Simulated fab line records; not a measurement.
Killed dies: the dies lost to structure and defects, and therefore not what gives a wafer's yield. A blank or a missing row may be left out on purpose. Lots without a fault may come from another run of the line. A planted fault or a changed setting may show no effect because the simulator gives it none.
A struck lot beside a sound one | flow rit-cmos | 19 steps out of a route of 202
Sound: these wafers, L500.2, L500.3, L500.5. Wafers L505.1, L505.3, L505.5 were the ones struck. The cause is named last.
Order at every step that has rows: each side's tool, ch and its chambers, its first start. Under that, the readings that differ: sound wafers | struck wafers | difference of the means | sigmas: that difference in standard deviations of wafers without a fault.
alike: same words and numbers on both sides, and readings whose means sit less than 2 such deviations apart. not compared: any withheld reading, any reading some wafer has no value for, any bound like >300 that may hide the same value, and any number with overlapping values for which the record gives no deviation.
A row with sigmas, a row that says differs or no value, or rows on one side alone: a step with any of these is where the two part. Non-overlapping numbers with no deviation appear without sigmas and do not part them. Lack of a reading on every wafer of one side parts them only where that side has two or more wafers.

first, 1 step without rows for these wafers: RIT_SILICIDE_WET_ETCH_00 (etches SiO2 in BOE, target depth 14 nm, time 15 s).
RIT_SILICIDE_SPUTTER_01: material Ti, target thk 30 nm, time 240 s.
  sound on pvd-sputter-04, day 4 06:02; struck on pvd-sputter-03, day 5 10:36
  alike: throttle-valve-pct
RIT_SILICIDE_RS_MEAS_02: measures by four-point-probe.
  sound on film-metro-02, day 4 06:13; struck on film-metro-03, day 5 10:46
  alike: SILICIDE_TI_RS
RIT_SILICIDE_THK_MEAS_03: measures by xrf.
  sound on film-metro-02, day 4 06:19; struck on film-metro-03, day 5 10:53
  alike: SILICIDE_TI_THK
RIT_SILICIDE_RTA_04: time 10 s, ramp up 5 s, ramp down 5 s.
  sound on rtp-anneal-02 ch 0, day 4 06:23; struck on rtp-anneal-01 ch 0, day 5 10:57
  reading          | sound             | struck            | difference | sigmas
  wafer_temp_C_max | 652.1 652.6 652.2 | 653.9 655.1 654.2 | +2.1       | +2
then, 1 step without rows for these wafers: RIT_SILICIDE_WET_ETCH_05 (etches Ti in SPM, time 120 s).
RIT_SILICIDE_RTA_06: time 10 s, ramp up 5 s, ramp down 10 s.
  sound on rtp-anneal-01 ch 0, day 4 06:29; struck on rtp-anneal-02 ch 0, day 5 11:04
  alike: wafer_temp_C_max
RIT_CONTACT_CVD_00: deposits SiO2 from TEOS, target thk 400 nm, time 61 s.
  sound on pecvd-03 ch 0,1, day 4 06:32; struck on pecvd-01 ch 0,2, day 5 11:07
  alike: heater-power-w
RIT_CONTACT_THK_MEAS_01:
  sound on film-metro-01, day 4 06:36; struck on film-metro-01, day 5 11:10
  alike: CONTACT_TEOS_THK
then, 3 steps without rows for these wafers: RIT_CONTACT_HMDS_02 (prime time 60 s); RIT_CONTACT_COAT_03 (resist thk 1000 nm); RIT_CONTACT_SOFTBAKE_04 (time 60 s).
RIT_CONTACT_EXPOSE_05: exposes mask M11, target cd 1000 nm.
  sound on iline-stepper-02 ch 0, day 4 07:07; struck on iline-stepper-02 ch 0, day 5 11:47
  reading                         | sound                   | struck      | difference | sigmas
  model.CONTACT.overlay-x-nm (nm) | -0.1965 -0.1965 -0.1965 | 129 129 129 | +129       |
  alike: mask
then, 2 steps without rows for these wafers: RIT_CONTACT_PEB_06; RIT_CONTACT_DEVELOP_07 (develop time 120 s).
RIT_CONTACT_CD_MEAS_08 targets a cd of 1000 nm.
  sound on cd-sem-01, day 4 07:38; struck on cd-sem-02, day 5 12:18
  reading    | sound             | struck             | difference | sigmas
  cd-nm (nm) | 993.3 993.1 994.9 | 1000.6 998.4 999.7 | +5.8       | +3
RIT_CONTACT_OVL_MEAS_09:
  sound on overlay-01, day 4 07:45; struck on overlay-02, day 5 12:25
  reading          | sound         | struck            | difference | sigmas
  CONTACT_OVL (nm) | -0.7 1.4 -3.3 | 129.3 128.5 130.1 | +130.2     | +81
then, 1 step without rows for these wafers: RIT_CONTACT_HARDBAKE_10 (time 60 s).
RIT_M1_PROBE_99:
  sound on prober-02, day 4 14:16; struck on prober-01, day 5 17:28
  reading                                    | sound             | struck            | difference | sigmas
  model.etest.contact-to-gate.bv-left-v (V)  | 92.01 94.21 89.7  | 152.3 153.4 154.8 | +61.5      |
  model.etest.contact-to-gate.bv-right-v (V) | 92.57 90.17 88.66 | 22.83 25.7 22.42  | -66.82     |
  alike: killed-at-contacts, killed-at-front-end, killed-dies, killed-open, killed-short

WHERE THEY PART
At RIT_SILICIDE_RTA_04 first; at RIT_CONTACT_OVL_MEAS_09 last (within this record only). Later steps at which nothing parts them and some readings are alike: RIT_M1_PROBE_99.

WHY: what had been put in by the simulator
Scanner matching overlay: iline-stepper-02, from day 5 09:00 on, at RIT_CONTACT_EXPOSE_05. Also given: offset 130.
